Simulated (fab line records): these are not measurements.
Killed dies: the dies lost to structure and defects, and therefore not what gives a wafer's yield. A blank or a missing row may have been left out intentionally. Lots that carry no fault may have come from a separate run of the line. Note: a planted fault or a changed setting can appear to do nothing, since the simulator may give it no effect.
fab line records :: flow rit-cmos
[record]
  lots = 15
  wafers = 45
  last-day = 7
route steps=202 shown ACTIVE@1 NLDD@112 CONTACT@180 M1@192
lots that met no fault: from a run of the same line without faults
start-h: hours from the record's first day to the start of the lot's first wafer shown :: wait-h: time in hours since the lot's previous step :: " same as the row above :: L1.1+2: one row covering several wafers at once :: - either no value or no given start :: * or withheld: withheld :: < > ~ a bound
route shown NAME@n: NAME is a module with steps in the file, n the number in the route of the first one :: usual: mean/standard deviation taken from wafers without a fault :: same: alike in all rows :: chamber/n: place in a boat :: sites: the reading at each site :: _std_site: standard deviation of those values :: _edge_site: outer sites' mean less inner sites' :: radius-mm: for every site, how far away it sits from the centre of the wafer :: mask NAME#n: copy n :: behind: the last tool/chamber to shape the wafer :: hold: what put the lot on hold/how long, in hours/how the hold closed :: device: the n, p or np transistor that did not switch :: end of line: tests run on the same wafers once the route is complete :: a step with no rows: only its recipe :: killed: dies that structure and defects cost at the first sort, which is not the same as the wafer's yield :: map: a wafer's dies, x killed, . not, _ none there
set.NAME: the setting the step ran with; set.NAME@STEP: the setting that earlier step ran with :: model.NAME: the simulator's own value behind a step, which no gauge read
a sample of lots followed through the steps of the route, with each step as a table and each wafer as a row
services: the hour from which a tool's chamber was out of use, counted from the record's first day as start-h (under 0 if before that day), plus the number of hours and why
[[steps]]
[step RIT_ACTIVE_BOW_MEAS_00]
[recipe]
  mode = bow
[usual]
  INCOMING_BOW = 0/7.1
lot.wafer: L109.1
tool: film-metro-03
chamber: -
start-h: 10.00
wait-h: -
INCOMING_BOW[um]: 11

lot.wafer: L109.2
tool: film-metro-03
chamber: -
start-h: 10.00
wait-h: -
INCOMING_BOW[um]: -6

lot.wafer: L109.5
tool: film-metro-03
chamber: -
start-h: 10.00
wait-h: -
INCOMING_BOW[um]: -24

lot.wafer: L110.1
tool: film-metro-03
chamber: -
start-h: 15.00
wait-h: -
INCOMING_BOW[um]: -13

lot.wafer: L110.3
tool: film-metro-03
chamber: -
start-h: 15.00
wait-h: -
INCOMING_BOW[um]: 6

lot.wafer: L110.4
tool: film-metro-03
chamber: -
start-h: 15.00
wait-h: -
INCOMING_BOW[um]: -4

lot.wafer: L111.2
tool: film-metro-02
chamber: -
start-h: 20.02
wait-h: -
INCOMING_BOW[um]: -4

lot.wafer: L111.3
tool: film-metro-02
chamber: -
start-h: 20.02
wait-h: -
INCOMING_BOW[um]: -2

lot.wafer: L111.5
tool: film-metro-02
chamber: -
start-h: 20.02
wait-h: -
INCOMING_BOW[um]: 1

lot.wafer: L112.4
tool: film-metro-02
chamber: -
start-h: 25.06
wait-h: -
INCOMING_BOW[um]: -3

lot.wafer: L112.5
tool: film-metro-02
chamber: -
start-h: 25.06
wait-h: -
INCOMING_BOW[um]: 6

lot.wafer: L112.6
tool: film-metro-02
chamber: -
start-h: 25.06
wait-h: -
INCOMING_BOW[um]: -1

lot.wafer: L113.3
tool: film-metro-01
chamber: -
start-h: 30.04
wait-h: -
INCOMING_BOW[um]: 8

lot.wafer: L113.4
tool: film-metro-01
chamber: -
start-h: 30.04
wait-h: -
INCOMING_BOW[um]: 8

lot.wafer: L113.5
tool: film-metro-01
chamber: -
start-h: 30.04
wait-h: -
INCOMING_BOW[um]: 9

lot.wafer: L114.1
tool: film-metro-02
chamber: -
start-h: 35.00
wait-h: -
INCOMING_BOW[um]: -10

lot.wafer: L114.3
tool: film-metro-02
chamber: -
start-h: 35.00
wait-h: -
INCOMING_BOW[um]: -8

lot.wafer: L114.5
tool: film-metro-02
chamber: -
start-h: 35.00
wait-h: -
INCOMING_BOW[um]: 1

lot.wafer: L115.2
tool: film-metro-03
chamber: -
start-h: 40.02
wait-h: -
INCOMING_BOW[um]: -1

lot.wafer: L115.5
tool: film-metro-03
chamber: -
start-h: 40.02
wait-h: -
INCOMING_BOW[um]: -5

lot.wafer: L115.6
tool: film-metro-03
chamber: -
start-h: 40.02
wait-h: -
INCOMING_BOW[um]: 6

lot.wafer: L116.3
tool: film-metro-02
chamber: -
start-h: 45.04
wait-h: -
INCOMING_BOW[um]: -2

lot.wafer: L116.4
tool: film-metro-02
chamber: -
start-h: 45.04
wait-h: -
INCOMING_BOW[um]: 9

lot.wafer: L116.5
tool: film-metro-02
chamber: -
start-h: 45.04
wait-h: -
INCOMING_BOW[um]: -9

lot.wafer: L123.1
tool: film-metro-01
chamber: -
start-h: 80.00
wait-h: -
INCOMING_BOW[um]: -16

lot.wafer: L123.3
tool: film-metro-01
chamber: -
start-h: 80.00
wait-h: -
INCOMING_BOW[um]: 6

lot.wafer: L123.4
tool: film-metro-01
chamber: -
start-h: 80.00
wait-h: -
INCOMING_BOW[um]: -9

lot.wafer: L124.1
tool: film-metro-02
chamber: -
start-h: 85.00
wait-h: -
INCOMING_BOW[um]: 9

lot.wafer: L124.4
tool: film-metro-02
chamber: -
start-h: 85.00
wait-h: -
INCOMING_BOW[um]: 5

lot.wafer: L124.6
tool: film-metro-02
chamber: -
start-h: 85.00
wait-h: -
INCOMING_BOW[um]: -4

lot.wafer: L125.2
tool: film-metro-03
chamber: -
start-h: 90.02
wait-h: -
INCOMING_BOW[um]: 4

lot.wafer: L125.3
tool: film-metro-03
chamber: -
start-h: 90.02
wait-h: -
INCOMING_BOW[um]: 10

lot.wafer: L125.4
tool: film-metro-03
chamber: -
start-h: 90.02
wait-h: -
INCOMING_BOW[um]: 1

lot.wafer: L126.1
tool: film-metro-03
chamber: -
start-h: 95.00
wait-h: -
INCOMING_BOW[um]: 3

lot.wafer: L126.2
tool: film-metro-03
chamber: -
start-h: 95.00
wait-h: -
INCOMING_BOW[um]: -8

lot.wafer: L126.3
tool: film-metro-03
chamber: -
start-h: 95.00
wait-h: -
INCOMING_BOW[um]: -4

lot.wafer: L127.1
tool: film-metro-02
chamber: -
start-h: 100.00
wait-h: -
INCOMING_BOW[um]: -3

lot.wafer: L127.5
tool: film-metro-02
chamber: -
start-h: 100.00
wait-h: -
INCOMING_BOW[um]: 8

lot.wafer: L127.6
tool: film-metro-02
chamber: -
start-h: 100.00
wait-h: -
INCOMING_BOW[um]: -11

lot.wafer: L130.1
tool: film-metro-01
chamber: -
start-h: 115.00
wait-h: -
INCOMING_BOW[um]: 0

lot.wafer: L130.2
tool: film-metro-01
chamber: -
start-h: 115.00
wait-h: -
INCOMING_BOW[um]: -5

lot.wafer: L130.6
tool: film-metro-01
chamber: -
start-h: 115.00
wait-h: -
INCOMING_BOW[um]: 7

lot.wafer: L132.2
tool: film-metro-01
chamber: -
start-h: 125.02
wait-h: -
INCOMING_BOW[um]: -9

lot.wafer: L132.3
tool: film-metro-01
chamber: -
start-h: 125.02
wait-h: -
INCOMING_BOW[um]: 4

lot.wafer: L132.4
tool: film-metro-01
chamber: -
start-h: 125.02
wait-h: -
INCOMING_BOW[um]: 9
[step RIT_NLDD_STRIP_09]
[recipe]
  chemistry = O2
  time-s = 180
  resist = NOVOLAK
  platen-temp-c = withheld
  power-w = 500
  pressure-mtorr = 4000
  o2-flow-sccm = 4000
[usual]
  drypump-motor-current-A = 5.8/0.52
lot.wafer: L109.1
tool: plasma-asher-01
chamber: 1
start-h: 41.33
wait-h: 0.1
drypump-motor-current-A: 6.0
rf-hours-counter-h: 41

lot.wafer: L109.2
tool: plasma-asher-01
chamber: 0
start-h: 41.33
wait-h: 0.1
drypump-motor-current-A: 5.9
rf-hours-counter-h: 41

lot.wafer: L109.5
tool: plasma-asher-01
chamber: 0
start-h: 41.33
wait-h: 0.1
drypump-motor-current-A: 5.9
rf-hours-counter-h: -

lot.wafer: L110.1
tool: plasma-asher-04
chamber: 0
start-h: 47.48
wait-h: 0.1
drypump-motor-current-A: 6.3
rf-hours-counter-h: 43

lot.wafer: L110.3
tool: plasma-asher-04
chamber: 1
start-h: 47.48
wait-h: 0.1
drypump-motor-current-A: 4.9
rf-hours-counter-h: -

lot.wafer: L110.4
tool: plasma-asher-04
chamber: 0
start-h: 47.48
wait-h: 0.1
drypump-motor-current-A: 6.3
rf-hours-counter-h: -

lot.wafer: L111.2
tool: plasma-asher-04
chamber: 0
start-h: 55.02
wait-h: 0.1
drypump-motor-current-A: 6.3
rf-hours-counter-h: 44

lot.wafer: L111.3
tool: plasma-asher-04
chamber: 1
start-h: 55.02
wait-h: 0.1
drypump-motor-current-A: 4.9
rf-hours-counter-h: -

lot.wafer: L111.5
tool: plasma-asher-04
chamber: 0
start-h: 55.02
wait-h: 0.1
drypump-motor-current-A: 6.3
rf-hours-counter-h: -

lot.wafer: L112.4
tool: plasma-asher-03
chamber: 0
start-h: 57.63
wait-h: 0.1
drypump-motor-current-A: 5.4
rf-hours-counter-h: -

lot.wafer: L112.5
tool: plasma-asher-03
chamber: 1
start-h: 57.63
wait-h: 0.1
drypump-motor-current-A: 5.4
rf-hours-counter-h: -

lot.wafer: L112.6
tool: plasma-asher-03
chamber: 0
start-h: 57.63
wait-h: 0.1
drypump-motor-current-A: 5.4
rf-hours-counter-h: -

lot.wafer: L113.3
tool: plasma-asher-04
chamber: 0
start-h: 62.68
wait-h: 0.1
drypump-motor-current-A: 6.3
rf-hours-counter-h: -

lot.wafer: L113.4
tool: plasma-asher-04
chamber: 1
start-h: 62.68
wait-h: 0.1
drypump-motor-current-A: 4.9
rf-hours-counter-h: -

lot.wafer: L113.5
tool: plasma-asher-04
chamber: 0
start-h: 62.68
wait-h: 0.1
drypump-motor-current-A: 6.3
rf-hours-counter-h: -

lot.wafer: L114.1
tool: plasma-asher-01
chamber: 0
start-h: 66.60
wait-h: 0.1
drypump-motor-current-A: 6.0
rf-hours-counter-h: 44

lot.wafer: L114.3
tool: plasma-asher-01
chamber: 0
start-h: 66.60
wait-h: 0.1
drypump-motor-current-A: 6.0
rf-hours-counter-h: -

lot.wafer: L114.5
tool: plasma-asher-01
chamber: 1
start-h: 66.60
wait-h: 0.1
drypump-motor-current-A: 6.0
rf-hours-counter-h: -

lot.wafer: L115.2
tool: plasma-asher-01
chamber: 0
start-h: 72.17
wait-h: 0.1
drypump-motor-current-A: 6.0
rf-hours-counter-h: 45

lot.wafer: L115.5
tool: plasma-asher-01
chamber: 1
start-h: 72.17
wait-h: 0.1
drypump-motor-current-A: 6.0
rf-hours-counter-h: -

lot.wafer: L115.6
tool: plasma-asher-01
chamber: 0
start-h: 72.17
wait-h: 0.1
drypump-motor-current-A: 6.0
rf-hours-counter-h: -

lot.wafer: L116.3
tool: plasma-asher-04
chamber: 1
start-h: 76.03
wait-h: 0.1
drypump-motor-current-A: 4.9
rf-hours-counter-h: -

lot.wafer: L116.4
tool: plasma-asher-04
chamber: 0
start-h: 76.03
wait-h: 0.1
drypump-motor-current-A: 6.3
rf-hours-counter-h: -

lot.wafer: L116.5
tool: plasma-asher-04
chamber: 0
start-h: 76.03
wait-h: 0.1
drypump-motor-current-A: 6.3
rf-hours-counter-h: -

lot.wafer: L123.1
tool: plasma-asher-04
chamber: 0
start-h: 111.54
wait-h: 0.1
drypump-motor-current-A: 6.3
rf-hours-counter-h: 50

lot.wafer: L123.3
tool: plasma-asher-04
chamber: 1
start-h: 111.54
wait-h: 0.1
drypump-motor-current-A: 4.9
rf-hours-counter-h: -

lot.wafer: L123.4
tool: plasma-asher-04
chamber: 0
start-h: 111.54
wait-h: 0.1
drypump-motor-current-A: 6.3
rf-hours-counter-h: -

lot.wafer: L124.1
tool: plasma-asher-01
chamber: 0
start-h: 115.84
wait-h: 0.1
drypump-motor-current-A: 5.9
rf-hours-counter-h: 50

lot.wafer: L124.4
tool: plasma-asher-01
chamber: 1
start-h: 115.84
wait-h: 0.1
drypump-motor-current-A: 6.1
rf-hours-counter-h: -

lot.wafer: L124.6
tool: plasma-asher-01
chamber: 0
start-h: 115.84
wait-h: 0.1
drypump-motor-current-A: 5.9
rf-hours-counter-h: -

lot.wafer: L125.2
tool: plasma-asher-01
chamber: 0
start-h: 121.97
wait-h: 0.1
drypump-motor-current-A: 5.9
rf-hours-counter-h: 50

lot.wafer: L125.3
tool: plasma-asher-01
chamber: 1
start-h: 121.97
wait-h: 0.1
drypump-motor-current-A: 6.0
rf-hours-counter-h: -

lot.wafer: L125.4
tool: plasma-asher-01
chamber: 0
start-h: 121.97
wait-h: 0.1
drypump-motor-current-A: 5.9
rf-hours-counter-h: -

lot.wafer: L126.1
tool: plasma-asher-01
chamber: 1
start-h: 128.24
wait-h: 0.1
drypump-motor-current-A: 6.0
rf-hours-counter-h: 51

lot.wafer: L126.2
tool: plasma-asher-01
chamber: 0
start-h: 128.24
wait-h: 0.1
drypump-motor-current-A: 6.0
rf-hours-counter-h: 51

lot.wafer: L126.3
tool: plasma-asher-01
chamber: 1
start-h: 128.24
wait-h: 0.1
drypump-motor-current-A: 6.1
rf-hours-counter-h: -

lot.wafer: L127.1
tool: plasma-asher-01
chamber: 0
start-h: 132.00
wait-h: 0.1
drypump-motor-current-A: 6.0
rf-hours-counter-h: 51

lot.wafer: L127.5
tool: plasma-asher-01
chamber: 0
start-h: 132.00
wait-h: 0.1
drypump-motor-current-A: 6.0
rf-hours-counter-h: -

lot.wafer: L127.6
tool: plasma-asher-01
chamber: 1
start-h: 132.00
wait-h: 0.1
drypump-motor-current-A: 6.1
rf-hours-counter-h: -

lot.wafer: L130.1
tool: plasma-asher-01
chamber: 1
start-h: 146.90
wait-h: 0.1
drypump-motor-current-A: 6.0
rf-hours-counter-h: 53

lot.wafer: L130.2
tool: plasma-asher-01
chamber: 0
start-h: 146.90
wait-h: 0.1
drypump-motor-current-A: 5.9
rf-hours-counter-h: 53

lot.wafer: L130.6
tool: plasma-asher-01
chamber: 1
start-h: 146.90
wait-h: 0.1
drypump-motor-current-A: 6.1
rf-hours-counter-h: -

lot.wafer: L132.2
tool: plasma-asher-01
chamber: 1
start-h: 160.98
wait-h: 0.1
drypump-motor-current-A: 6.1
rf-hours-counter-h: 54

lot.wafer: L132.3
tool: plasma-asher-01
chamber: 1
start-h: 160.98
wait-h: 0.1
drypump-motor-current-A: 6.1
rf-hours-counter-h: -

lot.wafer: L132.4
tool: plasma-asher-01
chamber: 0
start-h: 160.98
wait-h: 0.1
drypump-motor-current-A: 6.0
rf-hours-counter-h: -
[step RIT_CONTACT_STRIP_12]
[recipe]
  chemistry = O2
  time-s = 180
  resist = NOVOLAK
  platen-temp-c = withheld
  power-w = 500
  pressure-mtorr = 4000
  o2-flow-sccm = 4000
[usual]
  drypump-motor-current-A = 5.7/0.42
lot.wafer: L109.1
tool: plasma-asher-03
chamber: 1
start-h: 51.77
wait-h: 0.1
drypump-motor-current-A: 5.4
rf-hours-counter-h: 35

lot.wafer: L109.2
tool: plasma-asher-03
chamber: 0
start-h: 51.77
wait-h: 0.1
drypump-motor-current-A: 5.4
rf-hours-counter-h: 35

lot.wafer: L109.5
tool: plasma-asher-03
chamber: 1
start-h: 51.77
wait-h: 0.1
drypump-motor-current-A: 5.4
rf-hours-counter-h: -

lot.wafer: L110.1
tool: plasma-asher-01
chamber: 1
start-h: 57.97
wait-h: 0.1
drypump-motor-current-A: 6.0
rf-hours-counter-h: 43

lot.wafer: L110.3
tool: plasma-asher-01
chamber: 0
start-h: 57.97
wait-h: 0.1
drypump-motor-current-A: 6.0
rf-hours-counter-h: -

lot.wafer: L110.4
tool: plasma-asher-01
chamber: 1
start-h: 57.97
wait-h: 0.1
drypump-motor-current-A: 6.0
rf-hours-counter-h: -

lot.wafer: L111.2
tool: plasma-asher-04
chamber: 0
start-h: 65.42
wait-h: 0.1
drypump-motor-current-A: 6.3
rf-hours-counter-h: 45

lot.wafer: L111.3
tool: plasma-asher-04
chamber: 0
start-h: 65.42
wait-h: 0.1
drypump-motor-current-A: 6.3
rf-hours-counter-h: -

lot.wafer: L111.5
tool: plasma-asher-04
chamber: 0
start-h: 65.42
wait-h: 0.1
drypump-motor-current-A: 6.3
rf-hours-counter-h: -

lot.wafer: L112.4
tool: plasma-asher-01
chamber: 0
start-h: 69.46
wait-h: 0.2
drypump-motor-current-A: 6.0
rf-hours-counter-h: -

lot.wafer: L112.5
tool: plasma-asher-01
chamber: 1
start-h: 69.46
wait-h: 0.2
drypump-motor-current-A: 6.1
rf-hours-counter-h: -

lot.wafer: L112.6
tool: plasma-asher-01
chamber: 0
start-h: 69.46
wait-h: 0.2
drypump-motor-current-A: 6.0
rf-hours-counter-h: -

lot.wafer: L113.3
tool: plasma-asher-04
chamber: 0
start-h: 73.25
wait-h: 0.2
drypump-motor-current-A: 6.3
rf-hours-counter-h: -

lot.wafer: L113.4
tool: plasma-asher-04
chamber: 1
start-h: 73.25
wait-h: 0.2
drypump-motor-current-A: 4.9
rf-hours-counter-h: -

lot.wafer: L113.5
tool: plasma-asher-04
chamber: 0
start-h: 73.25
wait-h: 0.2
drypump-motor-current-A: 6.3
rf-hours-counter-h: -

lot.wafer: L114.1
tool: plasma-asher-04
chamber: 1
start-h: 77.19
wait-h: 0.1
drypump-motor-current-A: 4.9
rf-hours-counter-h: 46

lot.wafer: L114.3
tool: plasma-asher-04
chamber: 0
start-h: 77.19
wait-h: 0.1
drypump-motor-current-A: 6.3
rf-hours-counter-h: -

lot.wafer: L114.5
tool: plasma-asher-04
chamber: 0
start-h: 77.19
wait-h: 0.1
drypump-motor-current-A: 6.3
rf-hours-counter-h: -

lot.wafer: L115.2
tool: plasma-asher-01
chamber: 1
start-h: 82.64
wait-h: 0.1
drypump-motor-current-A: 6.0
rf-hours-counter-h: 46

lot.wafer: L115.5
tool: plasma-asher-01
chamber: 0
start-h: 82.64
wait-h: 0.1
drypump-motor-current-A: 5.9
rf-hours-counter-h: -

lot.wafer: L115.6
tool: plasma-asher-01
chamber: 1
start-h: 82.64
wait-h: 0.1
drypump-motor-current-A: 6.0
rf-hours-counter-h: -

lot.wafer: L116.3
tool: plasma-asher-01
chamber: 1
start-h: 86.30
wait-h: 0.2
drypump-motor-current-A: 6.0
rf-hours-counter-h: -

lot.wafer: L116.4
tool: plasma-asher-01
chamber: 0
start-h: 86.30
wait-h: 0.2
drypump-motor-current-A: 6.0
rf-hours-counter-h: -

lot.wafer: L116.5
tool: plasma-asher-01
chamber: 1
start-h: 86.30
wait-h: 0.2
drypump-motor-current-A: 6.0
rf-hours-counter-h: -

lot.wafer: L123.1
tool: plasma-asher-03
chamber: 0
start-h: 122.15
wait-h: 0.1
drypump-motor-current-A: 5.4
rf-hours-counter-h: 0

lot.wafer: L123.3
tool: plasma-asher-03
chamber: 0
start-h: 122.15
wait-h: 0.1
drypump-motor-current-A: 5.4
rf-hours-counter-h: -

lot.wafer: L123.4
tool: plasma-asher-03
chamber: 1
start-h: 122.15
wait-h: 0.1
drypump-motor-current-A: 5.4
rf-hours-counter-h: -

lot.wafer: L124.1
tool: plasma-asher-01
chamber: 1
start-h: 126.63
wait-h: 0.1
drypump-motor-current-A: 6.0
rf-hours-counter-h: 51

lot.wafer: L124.4
tool: plasma-asher-01
chamber: 1
start-h: 126.63
wait-h: 0.1
drypump-motor-current-A: 6.0
rf-hours-counter-h: -

lot.wafer: L124.6
tool: plasma-asher-01
chamber: 1
start-h: 126.63
wait-h: 0.1
drypump-motor-current-A: 6.1
rf-hours-counter-h: -

lot.wafer: L125.2
tool: plasma-asher-03
chamber: 0
start-h: 132.38
wait-h: 0.1
drypump-motor-current-A: 5.4
rf-hours-counter-h: 1

lot.wafer: L125.3
tool: plasma-asher-03
chamber: 1
start-h: 132.38
wait-h: 0.1
drypump-motor-current-A: 5.4
rf-hours-counter-h: -

lot.wafer: L125.4
tool: plasma-asher-03
chamber: 0
start-h: 132.38
wait-h: 0.1
drypump-motor-current-A: 5.4
rf-hours-counter-h: -

lot.wafer: L126.1
tool: plasma-asher-04
chamber: 0
start-h: 138.49
wait-h: 0.1
drypump-motor-current-A: 6.3
rf-hours-counter-h: 53

lot.wafer: L126.2
tool: plasma-asher-04
chamber: 1
start-h: 138.49
wait-h: 0.1
drypump-motor-current-A: 4.8
rf-hours-counter-h: 53

lot.wafer: L126.3
tool: plasma-asher-04
chamber: 0
start-h: 138.49
wait-h: 0.1
drypump-motor-current-A: 6.3
rf-hours-counter-h: -

lot.wafer: L127.1
tool: plasma-asher-01
chamber: 1
start-h: 142.08
wait-h: 0.1
drypump-motor-current-A: 6.0
rf-hours-counter-h: 52

lot.wafer: L127.5
tool: plasma-asher-01
chamber: 1
start-h: 142.08
wait-h: 0.1
drypump-motor-current-A: 6.0
rf-hours-counter-h: -

lot.wafer: L127.6
tool: plasma-asher-01
chamber: 0
start-h: 142.08
wait-h: 0.1
drypump-motor-current-A: 6.0
rf-hours-counter-h: -

lot.wafer: L130.1
tool: plasma-asher-03
chamber: 0
start-h: 157.09
wait-h: 0.1
drypump-motor-current-A: 5.4
rf-hours-counter-h: 4

lot.wafer: L130.2
tool: plasma-asher-03
chamber: 1
start-h: 157.09
wait-h: 0.1
drypump-motor-current-A: 5.4
rf-hours-counter-h: 4

lot.wafer: L130.6
tool: plasma-asher-03
chamber: 1
start-h: 157.09
wait-h: 0.1
drypump-motor-current-A: 5.4
rf-hours-counter-h: -

lot.wafer: L132.2
tool: plasma-asher-01
chamber: 1
start-h: 171.68
wait-h: 0.2
drypump-motor-current-A: 6.1
rf-hours-counter-h: 55

lot.wafer: L132.3
tool: plasma-asher-01
chamber: 1
start-h: 171.68
wait-h: 0.2
drypump-motor-current-A: 6.1
rf-hours-counter-h: -

lot.wafer: L132.4
tool: plasma-asher-01
chamber: 0
start-h: 171.68
wait-h: 0.2
drypump-motor-current-A: 6.0
rf-hours-counter-h: -
[step RIT_M1_DEVELOP_08]
[recipe]
  resist = NOVOLAK
  develop-time-s = 68.88
  dev-temp-c = 23
[usual]
  chill-plate-temp-C = 22.99/0.11
  develop-time-s = 68.88/0
lot.wafer: L109.1
tool: litho-track-03
chamber: 0
start-h: 53
wait-h: -
chill-plate-temp-C: 22.88
develop-time-s: 68.88

lot.wafer: L109.2
tool: litho-track-03
chamber: 0
start-h: 53
wait-h: -
chill-plate-temp-C: 22.92
develop-time-s: 68.88

lot.wafer: L109.5
tool: litho-track-03
chamber: 0
start-h: 53
wait-h: -
chill-plate-temp-C: 22.90
develop-time-s: 68.88

lot.wafer: L110.1
tool: litho-track-04
chamber: 0
start-h: 59
wait-h: -
chill-plate-temp-C: 22.94
develop-time-s: 68.88

lot.wafer: L110.3
tool: litho-track-04
chamber: 0
start-h: 59
wait-h: -
chill-plate-temp-C: 22.99
develop-time-s: 68.88

lot.wafer: L110.4
tool: litho-track-04
chamber: 0
start-h: 60
wait-h: -
chill-plate-temp-C: 23.07
develop-time-s: 68.88

lot.wafer: L111.2
tool: litho-track-04
chamber: 0
start-h: 67
wait-h: -
chill-plate-temp-C: 22.78
develop-time-s: 68.88

lot.wafer: L111.3
tool: litho-track-04
chamber: 0
start-h: 67
wait-h: -
chill-plate-temp-C: 23.01
develop-time-s: 68.88

lot.wafer: L111.5
tool: litho-track-04
chamber: 0
start-h: 67
wait-h: -
chill-plate-temp-C: 22.87
develop-time-s: 68.88

lot.wafer: L112.4
tool: litho-track-01
chamber: 0
start-h: 71
wait-h: -
chill-plate-temp-C: 23.00
develop-time-s: 68.88

lot.wafer: L112.5
tool: litho-track-01
chamber: 0
start-h: 71
wait-h: -
chill-plate-temp-C: 23.08
develop-time-s: 68.88

lot.wafer: L112.6
tool: litho-track-01
chamber: 0
start-h: 71
wait-h: -
chill-plate-temp-C: 22.98
develop-time-s: 68.88

lot.wafer: L113.3
tool: litho-track-04
chamber: 0
start-h: 75
wait-h: -
chill-plate-temp-C: 23.00
develop-time-s: 68.88

lot.wafer: L113.4
tool: litho-track-04
chamber: 0
start-h: 75
wait-h: -
chill-plate-temp-C: 23.10
develop-time-s: 68.88

lot.wafer: L113.5
tool: litho-track-04
chamber: 0
start-h: 75
wait-h: -
chill-plate-temp-C: 23.13
develop-time-s: 68.88

lot.wafer: L114.1
tool: litho-track-01
chamber: -
start-h: 79
wait-h: -
chill-plate-temp-C: -
develop-time-s: -

lot.wafer: L114.3
tool: litho-track-01
chamber: -
start-h: 79
wait-h: -
chill-plate-temp-C: -
develop-time-s: -

lot.wafer: L114.5
tool: litho-track-01
chamber: -
start-h: 79
wait-h: -
chill-plate-temp-C: -
develop-time-s: -

lot.wafer: L115.2
tool: litho-track-04
chamber: -
start-h: 84
wait-h: -
chill-plate-temp-C: -
develop-time-s: -

lot.wafer: L115.5
tool: litho-track-04
chamber: -
start-h: 84
wait-h: -
chill-plate-temp-C: -
develop-time-s: -

lot.wafer: L115.6
tool: litho-track-04
chamber: -
start-h: 84
wait-h: -
chill-plate-temp-C: -
develop-time-s: -

lot.wafer: L116.3
tool: litho-track-03
chamber: -
start-h: 88
wait-h: -
chill-plate-temp-C: -
develop-time-s: -

lot.wafer: L116.4
tool: litho-track-03
chamber: -
start-h: 88
wait-h: -
chill-plate-temp-C: -
develop-time-s: -

lot.wafer: L116.5
tool: litho-track-03
chamber: -
start-h: 88
wait-h: -
chill-plate-temp-C: -
develop-time-s: -

lot.wafer: L123.1
tool: litho-track-04
chamber: 0
start-h: 124
wait-h: -
chill-plate-temp-C: 23.07
develop-time-s: 68.88

lot.wafer: L123.3
tool: litho-track-04
chamber: 0
start-h: 124
wait-h: -
chill-plate-temp-C: 22.97
develop-time-s: 68.88

lot.wafer: L123.4
tool: litho-track-04
chamber: 0
start-h: 124
wait-h: -
chill-plate-temp-C: 22.92
develop-time-s: 68.88

lot.wafer: L124.1
tool: litho-track-04
chamber: 0
start-h: 128
wait-h: -
chill-plate-temp-C: 22.96
develop-time-s: 68.88

lot.wafer: L124.4
tool: litho-track-04
chamber: 0
start-h: 128
wait-h: -
chill-plate-temp-C: 23.01
develop-time-s: 68.88

lot.wafer: L124.6
tool: litho-track-04
chamber: 0
start-h: 128
wait-h: -
chill-plate-temp-C: 23.00
develop-time-s: 68.88

lot.wafer: L125.2
tool: litho-track-03
chamber: 0
start-h: 134
wait-h: -
chill-plate-temp-C: 23.14
develop-time-s: 68.88

lot.wafer: L125.3
tool: litho-track-03
chamber: 0
start-h: 134
wait-h: -
chill-plate-temp-C: 23.18
develop-time-s: 68.88

lot.wafer: L125.4
tool: litho-track-03
chamber: 0
start-h: 134
wait-h: -
chill-plate-temp-C: 23.12
develop-time-s: 68.88

lot.wafer: L126.1
tool: litho-track-04
chamber: 0
start-h: 140
wait-h: -
chill-plate-temp-C: 23.02
develop-time-s: 68.88

lot.wafer: L126.2
tool: litho-track-04
chamber: 0
start-h: 140
wait-h: -
chill-plate-temp-C: 22.96
develop-time-s: 68.88

lot.wafer: L126.3
tool: litho-track-04
chamber: 0
start-h: 140
wait-h: -
chill-plate-temp-C: 22.98
develop-time-s: 68.88

lot.wafer: L127.1
tool: litho-track-01
chamber: 0
start-h: 143
wait-h: -
chill-plate-temp-C: 22.93
develop-time-s: 68.88

lot.wafer: L127.5
tool: litho-track-01
chamber: 0
start-h: 144
wait-h: -
chill-plate-temp-C: 23.21
develop-time-s: 68.88

lot.wafer: L127.6
tool: litho-track-01
chamber: 0
start-h: 144
wait-h: -
chill-plate-temp-C: 23.09
develop-time-s: 68.88

lot.wafer: L130.1
tool: litho-track-04
chamber: 0
start-h: 158
wait-h: -
chill-plate-temp-C: 23.03
develop-time-s: 68.88

lot.wafer: L130.2
tool: litho-track-04
chamber: 0
start-h: 158
wait-h: -
chill-plate-temp-C: 23.18
develop-time-s: 68.88

lot.wafer: L130.6
tool: litho-track-04
chamber: 0
start-h: 159
wait-h: -
chill-plate-temp-C: 22.88
develop-time-s: 68.88

lot.wafer: L132.2
tool: litho-track-01
chamber: 0
start-h: 173
wait-h: -
chill-plate-temp-C: 23.08
develop-time-s: 68.88

lot.wafer: L132.3
tool: litho-track-01
chamber: 0
start-h: 173
wait-h: -
chill-plate-temp-C: 23.16
develop-time-s: 68.88

lot.wafer: L132.4
tool: litho-track-01
chamber: 0
start-h: 173
wait-h: -
chill-plate-temp-C: 23.11
develop-time-s: 68.88
[[services]]
tool: plasma-asher-03
chamber: -
start-h: 30.14
hours: 7.3
kind: repair

tool: plasma-asher-01
chamber: -
start-h: 60.14
hours: 2.8
kind: pm

tool: plasma-asher-03
chamber: -
start-h: 79.26
hours: 1.9
kind: repair

tool: plasma-asher-03
chamber: -
start-h: 108.75
hours: 9.0
kind: pm

tool: plasma-asher-03
chamber: 0
start-h: 108.75
hours: 9.0
kind: vent-cycle

tool: plasma-asher-03
chamber: 1
start-h: 108.75
hours: 9.0
kind: vent-cycle

tool: plasma-asher-03
chamber: 0
start-h: 117.75
hours: -
kind: clean

tool: plasma-asher-03
chamber: 1
start-h: 117.75
hours: -
kind: clean

tool: plasma-asher-03
chamber: -
start-h: 133.45
hours: 1.9
kind: repair
[[key]]
[first-sign]
  step = RIT_M1_DEVELOP_08
  reading = tool-record
  direction = missing
effect none on later readings
met-at RIT_M1_DEVELOP_08
struck-lots L114,L115,L116
later-rows-left-out L114.1,L114.3,L114.5,L115.2,L115.5,L115.6,L116.3,L116.4,L116.5
sort-left-out L114.1,L114.3,L114.5,L115.2,L115.5,L115.6,L116.3,L116.4,L116.5
not-acting-at RIT_ACTIVE_BOW_MEAS_00,RIT_NLDD_STRIP_09,RIT_CONTACT_STRIP_12
onset-between 75 79
[fault]
  kind = skipped-step-whole
  tool = litho-track-01,litho-track-03,litho-track-04
  chamber = -
  onset-h = 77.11
  steps = RIT_M1_DEVELOP_08
  scope = struck-lots-only
// sort-left-out: the simulated sort isn't trusted on such a fault, so these wafers' sort isn't shown, and their yield isn't known
// later-rows-left-out: the simulator's readings of these wafers behind a module that went badly wrong aren't trusted and aren't shown, but for the sort
